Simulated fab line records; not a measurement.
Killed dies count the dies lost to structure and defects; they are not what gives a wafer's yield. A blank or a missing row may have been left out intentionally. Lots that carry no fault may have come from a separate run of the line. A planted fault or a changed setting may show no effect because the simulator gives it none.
fab line records	flow rit-cmos
[record] lots = 5	wafers = 15	last-day = 6
route steps=202 shown CONTACT@178 M1@184
lots that met no fault: taken from a fault-free run of the same line
start-h: start of the lot's first displayed wafer, in hours after the record's first day	wait-h: hours since the lot's step before	" the same as in the row above	L1.1+2: several wafers, shown together as one row	- no value, or no start was given	* or withheld: withheld	< > ~ a bound
route shown NAME@n: a module of which the file shows steps, and the number in the route of the first	usual: the fault-free wafers' mean and standard deviation	same: alike in all rows	chamber/n: place in a boat	sites: each site's reading	_std_site: standard deviation of those values	_edge_site: inner sites' mean taken away from outer sites' mean	radius-mm: for every site, how far away it sits from the centre of the wafer	mask NAME#n: copy n	behind: tool/chamber where the wafer was last shaped	hold: why the lot went on hold/how many hours it stayed there/how the hold came to an end	device: the n, p or np transistor that did not switch	end of line: tests run on the same wafers once the route is complete	for a step that has no rows: nothing shown but its recipe	killed: not the wafer's yield, but the dies lost to structure and defects at the first sort	map: a wafer's dies, x killed, . not, _ none there
set.NAME: the setting that was run; set.NAME@STEP: the one run at that earlier step	model.NAME: the simulator's own value behind a step, which no gauge read
lots seen at some steps along the route; tables by step, rows by wafer
services: from which hour (start-h, from the record's first day; less than 0 if before it) a tool's chamber was out of use, for how many hours, and why
[[steps]]
[step RIT_CONTACT_HARDBAKE_10]
[recipe] resist = NOVOLAK	temp-c = 140	time-s = 60
[step RIT_CONTACT_ETCH_11]
[recipe] target-depth-a = 4800	over-etch-frac = 0.2	stop-on = TiSi2	chemistry = CHF3/CF4/Ar	target = SiO2	CHF3_flow_sccm = 50	cf4-flow-sccm = 10	Ar_flow_sccm = 100	O2_flow_sccm = 5	pressure-mtorr = 100	rf-w = 200	time-s = 315.2
[usual] cf4-flow-sccm = 10.002/0.027	chamber-pressure-mTorr = 100.01/0.092	drypump-motor-current-A = 5.8/0.38	mfc-ar-sccm = 99.9/0.31	oes-product-au = 0.991/0.014	throttle-valve-pct = 8.88/0.15
lot.wafer	tool	chamber	start-h	wait-h	cf4-flow-sccm	chamber-pressure-mTorr	drypump-motor-current-A	mfc-ar-sccm	oes-product-au	rf-hours-counter-h	throttle-valve-pct
L686.3	rie-diel-04	2	67.19	0.1	9.999	100.05	5.6	100.2	0.977	106	8.85
L686.4	"	3	"	"	9.996	99.97	6.6	99.7	0.995	91	9.20
L686.6	"	0	"	"	10.045	100.03	5.3	99.2	0.980	-	8.94
L687.1	rie-diel-01	1	71.46	0.1	9.977	99.86	6.1	99.9	0.993	161	9.06
L687.3	"	0	"	"	9.963	99.97	5.1	99.8	0.987	152	8.80
L687.5	"	0	"	"	9.979	99.93	5.1	99.6	0.988	-	8.81
L691.1	rie-diel-04	0	88.34	0.1	9.999	100.03	5.3	100.1	0.976	1	8.94
L691.4	"	3	"	"	9.961	100.04	6.6	100.4	0.987	92	9.20
L691.6	"	2	"	"	9.968	100.05	5.6	100.1	0.989	-	8.84
L694.1	rie-diel-01	3	105.32	0.1	10.024	99.98	5.8	99.8	0.965	42	8.75
L694.5	"	0	"	"	10.007	99.92	5.1	100.3	0.987	-	8.81
L694.6	"	3	"	"	10.030	100.14	5.8	99.6	0.963	-	8.75
L700.3	rie-diel-01	1	134.25	0.1	10.087	99.93	6.1	100.4	0.994	0	9.07
L700.4	"	2	"	"	10.017	99.96	5.6	99.8	0.993	125	8.74
L700.6	"	2	"	"	10.031	100.17	5.6	99.4	0.999	-	8.76
[step RIT_CONTACT_STRIP_12]
[recipe] chemistry = O2	time-s = 180	resist = NOVOLAK	platen-temp-c = withheld	power-w = 500	pressure-mtorr = 4000	o2-flow-sccm = 4000
[usual] chamber-pressure-mTorr = 3999/4.2	drypump-motor-current-A = 5.7/0.4	o2-flow-sccm = 4000/11
lot.wafer	tool	chamber	start-h	wait-h	chamber-pressure-mTorr	drypump-motor-current-A	o2-flow-sccm	rf-hours-counter-h
L686.3	plasma-asher-04	1	67.44	0.2	3997	5.3	4025	-
L686.4	"	0	"	"	4001	6.0	3994	-
L686.6	"	1	"	"	3997	5.3	4018	-
L687.1	plasma-asher-01	1	71.66	0.1	3997	5.1	4006	43
L687.3	"	1	"	"	3997	5.1	4002	-
L687.5	"	1	"	"	3997	5.1	3983	-
L691.1	plasma-asher-04	1	88.54	0.1	3995	5.3	3986	47
L691.4	"	0	"	"	4004	6.0	3987	-
L691.6	"	0	"	"	4001	6.0	3988	-
L694.1	plasma-asher-04	1	105.51	0.1	4004	5.4	3997	48
L694.5	"	0	"	"	4005	6.0	4007	-
L694.6	"	1	"	"	3998	5.3	4013	-
L700.3	plasma-asher-03	1	134.50	0.2	4006	6.3	4000	-
L700.4	"	0	"	"	4002	5.9	4001	-
L700.6	"	0	"	"	3996	5.9	4010	-
[step RIT_CONTACT_CD_MEAS_90]
[recipe] target-cd-nm = 1000
[usual] cd-nm = 1000.1/2.3
lot.wafer	tool	chamber	start-h	wait-h	cd-nm
L686.3	cd-sem-01	-	67.60	0.1	1001.7
L686.4	"	-	"	"	999.0
L686.6	"	-	"	"	1002.5
L687.1	cd-sem-02	-	71.83	0.1	1004.1
L687.3	"	-	"	"	1003.4
L687.5	"	-	"	"	1002.8
L691.1	cd-sem-01	-	88.71	0.1	998.0
L691.4	"	-	"	"	996.7
L691.6	"	-	"	"	997.1
L694.1	cd-sem-01	-	105.69	0.1	999.7
L694.5	"	-	"	"	999.3
L694.6	"	-	"	"	998.1
L700.3	cd-sem-02	-	134.66	0.1	999.4
L700.4	"	-	"	"	1000.2
L700.6	"	-	"	"	1000.3
[step RIT_CONTACT_CLEAN_13]
[recipe] chemistry = SC1	mix = 3:3:50	time-s = 600	temp-c = 75
[step RIT_CONTACT_CLEAN_14]
[recipe] chemistry = SC2	mix = 3:3:50	time-s = 600	temp-c = 75	dry = n2-spin
[step RIT_M1_SPUTTER_00]
[recipe] material = Al	target-thk-nm = 400	power-w = 2000	chamber-pressure-pa = 0.4	gas = Ar	time-s = 500	substrate-temp-c = 25
[usual] throttle-valve-pct = 30.4/1.2
lot.wafer	tool	chamber	start-h	wait-h	throttle-valve-pct
L686.3	pvd-sputter-04	-	68.06	0.0	29.0
L686.4	"	-	"	"	30.0
L686.6	"	-	"	"	30.9
L687.1	pvd-sputter-01	-	72.33	0.0	30.5
L687.3	"	-	"	"	29.4
L687.5	"	-	"	"	29.4
L691.1	pvd-sputter-01	-	89.18	0.0	30.7
L691.4	"	-	"	"	29.1
L691.6	"	-	"	"	30.4
L694.1	pvd-sputter-04	-	106.37	0.0	29.0
L694.5	"	-	"	"	31.0
L694.6	"	-	"	"	28.9
L700.3	pvd-sputter-04	-	135.09	0.0	28.9
L700.4	"	-	"	"	30.0
L700.6	"	-	"	"	30.3
[step RIT_M1_RS_MEAS_01]
[recipe] thk-meas-gauge = four-point-probe	reads = Al_of_M1_SPUTTER_00
[usual] M1_AL_RS = 0.0732/0.00065
lot.wafer	tool	chamber	start-h	wait-h	M1_AL_RS[ohm/sq]
L686.3	film-metro-03	-	68.39	0.2	0.0728
L686.4	"	-	"	"	0.0728
L686.6	"	-	"	"	0.0722
L687.1	film-metro-02	-	72.63	0.1	0.0740
L687.3	"	-	"	"	0.0741
L687.5	"	-	"	"	0.0744
L691.1	film-metro-02	-	89.48	0.1	0.0726
L691.4	"	-	"	"	0.0731
L691.6	"	-	"	"	0.0733
L694.1	film-metro-02	-	106.66	0.1	0.0722
L694.5	"	-	"	"	0.0727
L694.6	"	-	"	"	0.0724
L700.3	film-metro-03	-	135.42	0.2	0.0732
L700.4	"	-	"	"	0.0733
L700.6	"	-	"	"	0.0734
[step RIT_M1_THK_MEAS_02]
[recipe] thk-meas-gauge = xrf	reads = Al_of_M1_SPUTTER_00
[usual] M1_AL_THK = 401/4
lot.wafer	tool	chamber	start-h	wait-h	M1_AL_THK[nm]
L686.3	film-metro-03	-	68.49	0.1	402
L686.4	"	-	"	"	403
L686.6	"	-	"	"	407
L687.1	film-metro-02	-	72.75	0.1	399
L687.3	"	-	"	"	396
L687.5	"	-	"	"	397
L691.1	film-metro-02	-	89.60	0.1	407
L691.4	"	-	"	"	403
L691.6	"	-	"	"	406
L694.1	film-metro-02	-	106.78	0.1	411
L694.5	"	-	"	"	406
L694.6	"	-	"	"	408
L700.3	film-metro-03	-	135.52	0.1	400
L700.4	"	-	"	"	400
L700.6	"	-	"	"	399
[step RIT_M1_HMDS_03]
[recipe] prime-time-s = 60	prime-temp-c = 140
[step RIT_M1_COAT_04]
[recipe] resist = NOVOLAK	spin-rpm = 2000	resist-thk-nm = 1300
[step RIT_M1_SOFTBAKE_05]
[recipe] resist = NOVOLAK	temp-c = 90	time-s = 60
[step RIT_M1_EXPOSE_06]
[recipe] mask-id = M12	na = 0.6	source-shape = conventional	sigma-outer = 0.5	target-cd-nm = 2600	dose-mj = 250
[usual] exposure-dose-mJ-cm2 = 249.94/0.23	focus-offset-nm = 0.0/0.48
[same] na = 0.6
lot.wafer	tool	chamber	start-h	wait-h	mask	exposure-dose-mJ-cm2	focus-offset-nm
L686.3	iline-stepper-01	0	69.15	0.2	M12#0	250.09	0.2
L686.4	"	0	"	"	M12#0	250.13	-0.8
L686.6	"	0	"	"	M12#0	249.87	-0.8
L687.1	iline-stepper-01	0	73.26	0.1	M12#0	249.83	-0.3
L687.3	"	0	"	"	M12#0	249.47	0.3
L687.5	"	0	"	"	M12#0	249.67	0.7
L691.1	iline-stepper-01	0	90.23	0.2	M12#0	249.66	0.3
L691.4	"	0	"	"	M12#0	249.44	-0.5
L691.6	"	0	"	"	M12#0	249.79	0.0
L694.1	iline-stepper-01	0	107.50	0.2	M12#0	249.97	-0.1
L694.5	"	0	"	"	M12#0	249.59	-0.1
L694.6	"	0	"	"	M12#0	249.96	-0.1
L700.3	iline-stepper-01	0	136.05	0.1	M12#0	245.91	-0.3
L700.4	"	0	"	"	M12#0	245.96	0.4
L700.6	"	0	"	"	M12#0	245.96	0.5
[step RIT_M1_PEB_07]
[recipe] resist = NOVOLAK	temp-c = withheld	time-s = withheld
[step RIT_M1_DEVELOP_08]
[recipe] resist = NOVOLAK	develop-time-s = 68	dev-temp-c = 23
[step RIT_M1_CD_MEAS_09]
[recipe] target-cd-nm = 2600
[usual] cd-nm = 2599.7/2.3
lot.wafer	tool	chamber	start-h	wait-h	cd-nm
L686.3	cd-sem-02	-	69.58	-	2601.9
L686.4	"	-	"	"	2601.1
L686.6	"	-	"	"	2599.1
L687.1	cd-sem-01	-	73.69	-	2600.1
L687.3	"	-	"	"	2601.0
L687.5	"	-	"	"	2597.5
L691.1	cd-sem-01	-	90.66	-	2601.0
L691.4	"	-	"	"	2598.8
L691.6	"	-	"	"	2599.9
L694.1	cd-sem-02	-	107.93	-	2597.7
L694.5	"	-	"	"	2599.8
L694.6	"	-	"	"	2599.7
L700.3	cd-sem-02	-	136.48	-	2573.6
L700.4	"	-	"	"	2578.4
L700.6	"	-	"	"	2579.3
[step RIT_M1_OVL_MEAS_10]
[usual] M1_OVL = 0.4/1.3
lot.wafer	tool	chamber	start-h	wait-h	M1_OVL[nm]
L686.3	overlay-01	-	69.67	0.1	0.2
L686.4	"	-	"	"	-0.5
L686.6	"	-	"	"	0.6
L687.1	overlay-02	-	73.81	0.1	1.6
L687.3	"	-	"	"	-0.3
L687.5	"	-	"	"	0.0
L691.1	overlay-01	-	90.78	0.1	1.6
L691.4	"	-	"	"	0.7
L691.6	"	-	"	"	2.8
L694.1	overlay-02	-	108.05	0.1	0.9
L694.5	"	-	"	"	1.9
L694.6	"	-	"	"	-0.3
L700.3	overlay-01	-	136.58	0.1	0.4
L700.4	"	-	"	"	-1.4
L700.6	"	-	"	"	-0.1
[step RIT_M1_HARDBAKE_11]
[recipe] resist = NOVOLAK	temp-c = 140	time-s = 120
[step RIT_M1_METAL_ETCH_12]
[recipe] stop-on = SiO2	chemistry = Cl2/BCl3	target = Al	time-s = 165	over-etch-frac = 0.4726	pressure-mtorr = 100	target-depth-a = 6000	rf-w = 250	Cl2_flow_sccm = 60	bcl3-flow-sccm = 50
[usual] chamber-pressure-mTorr = 99.99/0.091	drypump-motor-current-A = 5.5/0.53	oes-product-au = 0.790/0.01	throttle-valve-pct = 8.27/0.11
lot.wafer	tool	chamber	start-h	wait-h	chamber-pressure-mTorr	drypump-motor-current-A	oes-product-au	rf-hours-counter-h	throttle-valve-pct	model.M1.cd-nm
L686.3	rie-metal-02	1	70.00	0.2	99.92	4.9	0.787	-	8.15	2603
L686.4	"	0	"	"	99.97	6.0	0.798	-	8.23	2601
L686.6	"	0	"	"	99.99	6.0	0.809	-	8.20	2600
L687.1	rie-metal-03	1	74.09	0.2	100.08	6.0	0.797	39	8.44	2600
L687.3	"	0	"	"	100.00	4.9	0.776	-	8.35	2602
L687.5	"	1	"	"	100.06	6.0	0.791	-	8.44	2599
L691.1	rie-metal-01	1	91.07	0.2	99.97	5.1	0.802	1	8.15	2601
L691.4	"	1	"	"	99.97	5.1	0.786	-	8.12	2599
L691.6	"	1	"	"	100.02	5.2	0.787	-	8.14	2599
L694.1	rie-metal-01	1	108.34	0.2	99.92	5.1	0.791	1	8.13	2598
L694.5	"	0	"	"	99.78	6.0	0.797	-	8.30	2599
L694.6	"	1	"	"	100.01	5.1	0.794	-	8.13	2601
L700.3	rie-metal-01	0	137.04	0.2	100.01	6.1	0.807	-	8.30	2573
L700.4	"	1	"	"	100.07	5.1	0.780	-	8.14	2579
L700.6	"	1	"	"	100.01	5.1	0.785	-	8.13	2579
[step RIT_M1_STRIP_13]
[recipe] chemistry = nmp	resist = NOVOLAK	temp-c = 80	time-s = 600	dry = n2-spin
[step RIT_M1_PROBE_99]
[usual] defect-limited-yield = 97.4/1.1	killed_at_M0_to_M3 = 0.0/0.083	killed-at-contacts = 0.1/0.27	killed-at-front-end = 6.7/2.9	killed-dies = 6.7/2.9	killed-open = 3.4/1.8	killed-short = 3.3/2.2	sort_bin_3_pad_short = 0.1/0.24	sort_bin_5_function = 1.5/0.78	sort_bin_6_memory = 0.9/0.63	sort-n-pass = 257.3/2.9	sort-yield-pct = 97.4/1.1
[same] gross-dies = 264	killed_at_M4_up = 0	killed-at-back-side = 0	killed-at-other = 0
lot.wafer	tool	chamber	start-h	wait-h	defect-limited-yield[%]	killed_at_M0_to_M3	killed-at-contacts	killed-at-front-end	killed-dies	killed-open	killed-short	sort_bin_3_pad_short[%]	sort_bin_5_function[%]	sort_bin_6_memory[%]	sort-n-pass	sort-yield-pct[%]	model.etest.m1.width-nm
L686.3	prober-02	-	72.30	0.2	98.1	0	0	5	5	3	2	0.4	0.8	0.8	259.0	98.1	2602
L686.4	prober-02	-	72.35	0.2	98.1	0	0	5	5	2	3	0	1.1	0.8	259.0	98.1	2597
L686.6	prober-02	-	72.45	0.2	97.3	0	0	7	7	2	5	0	2.3	0.4	257.0	97.3	2592
L687.1	prober-01	-	76.35	0.1	95.8	1	0	10	11	6	5	0.4	2.3	1.5	253.0	95.8	2602
L687.3	prober-01	-	76.45	0.2	97.3	0	0	7	7	2	5	0.4	1.9	0.4	257.0	97.3	2602
L687.5	prober-01	-	76.55	0.2	98.5	0	0	4	4	1	3	0	1.1	0.4	260.0	98.5	2606
L691.1	prober-01	-	105.46	0.1	97.3	0	0	7	7	5	2	0	1.1	1.5	257.0	97.3	2594
L691.4	prober-01	-	105.61	0.2	99.2	0	0	2	2	2	0	0	0.8	0	262.0	99.2	2603
L691.6	prober-01	-	105.71	0.2	98.5	0	0	4	4	0	4	0	1.5	0	260.0	98.5	2605
L694.1	prober-01	-	110.59	0.1	97.0	0	0	8	8	4	4	0	2.3	0.8	256.0	97.0	2601
L694.5	prober-01	-	110.79	0.2	96.2	0	1	9	10	4	6	0.4	2.7	0.8	254.0	96.2	2596
L694.6	prober-01	-	110.84	0.2	98.5	0	0	4	4	1	3	0	1.1	0.4	260.0	98.5	2602
L700.3	prober-01	-	139.36	0.2	97.7	0	0	6	6	4	2	0.4	1.1	0.8	258.0	97.7	2574
L700.4	prober-01	-	139.41	0.2	98.1	0	0	5	5	3	2	0	1.1	0.8	259.0	98.1	2573
L700.6	prober-01	-	139.51	0.2	98.1	0	0	5	5	2	3	0.4	0.4	1.1	259.0	98.1	2579
// killed by level:class
L686.3 FOX1:geometric-particle:open=2 FOX1:geometric-particle:short=1 GATE:geometric-particle:short=1 GATE:geometric-particle:open=1
L686.4 SILICIDE:geometric-particle:short=2 REOX:geometric-particle:open=1 REOX:geometric-particle:short=1 SILICIDE:geometric-particle:open=1
L686.6 FOX1:geometric-particle:short=3 ACTIVE:geometric-particle:short=1 FOX1:geometric-particle:open=1 FOX2:geometric-particle:open=1 GATE:geometric-particle:short=1
L687.1 SILICIDE:geometric-particle:open=3 GATE:geometric-particle:short=2 GATE:geometric-particle:open=2 FOX1:geometric-particle:open=1 SPACER:geometric-particle:short=1 SILICIDE:geometric-particle:short=1 M1:geometric-particle:short=1
L687.3 GATE:geometric-particle:short=2 SPACER:geometric-particle:open=1 FOX2:geometric-particle:short=1 REOX:geometric-particle:short=1 SPACER:geometric-particle:short=1 SILICIDE:geometric-particle:open=1
L687.5 GATE:geometric-particle:short=2 SPACER:geometric-particle:short=1 SILICIDE:geometric-particle:open=1
L691.1 GATE:geometric-particle:open=3 GATE:geometric-particle:short=2 FOX1:geometric-particle:open=1 SPACER:geometric-particle:open=1
L691.4 SILICIDE:geometric-particle:open=2
L691.6 GATE:geometric-particle:short=2 SILICIDE:geometric-particle:short=1 SPACER:geometric-particle:short=1
L694.1 GATE:geometric-particle:short=2 GATE:geometric-particle:open=2 REOX:geometric-particle:short=1 SPACER:geometric-particle:open=1 SPACER:geometric-particle:short=1 SILICIDE:geometric-particle:open=1
L694.5 GATE:geometric-particle:open=4 GATE:geometric-particle:short=2 SPACER:geometric-particle:short=2 FOX1:geometric-particle:short=1 CONTACT:geometric-particle:short=1
L694.6 SILICIDE:geometric-particle:short=3 REOX:geometric-particle:open=1
L700.3 SPACER:geometric-particle:open=3 FOX1:geometric-particle:open=1 FOX1:geometric-particle:short=1 SILICIDE:geometric-particle:short=1
L700.4 GATE:geometric-particle:open=3 GATE:geometric-particle:short=1 SPACER:geometric-particle:short=1
L700.6 GATE:geometric-particle:short=2 FOX1:geometric-particle:short=1 FOX1:geometric-particle:open=1 GATE:geometric-particle:open=1
[[services]]
tool	chamber	start-h	hours	kind
rie-metal-01	-	44.18	1.4	pm
plasma-asher-03	-	63.47	2.8	pm
rie-diel-01	-	63.98	0.3	repair
rie-diel-01	3	70.58	8.1	repair
rie-metal-03	-	79.68	0.8	repair
rie-diel-01	1	91.33	-	clean
rie-diel-01	1	91.33	33.3	scheduled-down
rie-diel-01	1	91.33	33.3	vent-cycle
plasma-asher-04	-	108.75	9.0	pm
plasma-asher-04	0	108.75	9.0	vent-cycle
plasma-asher-04	1	108.75	9.0	vent-cycle
rie-metal-03	-	114.90	0.3	repair
plasma-asher-04	0	117.75	-	clean
plasma-asher-04	1	117.75	-	clean
rie-diel-01	3	119.73	3.9	repair
rie-metal-03	-	125.77	1.9	repair
rie-diel-01	0	135.58	-	clean
rie-diel-01	0	135.58	19.6	scheduled-down
rie-diel-01	0	135.58	19.6	vent-cycle
rie-metal-03	-	136.12	20.0	pm
rie-metal-03	0	136.12	20.0	vent-cycle
rie-metal-03	1	136.12	20.0	vent-cycle
[[key]]
[first-sign] step = RIT_M1_EXPOSE_06	reading = exposure-dose-mJ-cm2	direction = down	sigmas = 17	usual = 249.94	struck = 245.94
[effect] step = RIT_M1_CD_MEAS_09	reading = cd-nm	direction = down	sigmas = 10	usual = 2599.7	struck = 2577.1	through = control-loop
[model-effect] step = RIT_M1_METAL_ETCH_12	value = M1.cd-nm	without = 2599	struck = 2577
[model-effect] step = RIT_M1_PROBE_99	value = etest.m1.width-nm	without = 2597	struck = 2575
met-at RIT_M1_EXPOSE_06
struck-wafers L700.3,L700.4,L700.6
[loop-trim] step = RIT_M1_EXPOSE_06	setting = dose	lots = L700
onset-between 107.50 136.05
[fault] kind = process-parameter-drift	tool = iline-stepper-01	chamber = -	onset-h = 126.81	steps = RIT_M1_EXPOSE_06	channel = focus-nm	offset = 728.55	spread-by-wafer = 0.3	shape = step	end-h = 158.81
// loop-trim: a control loop set the setting to another value than it would have without faults
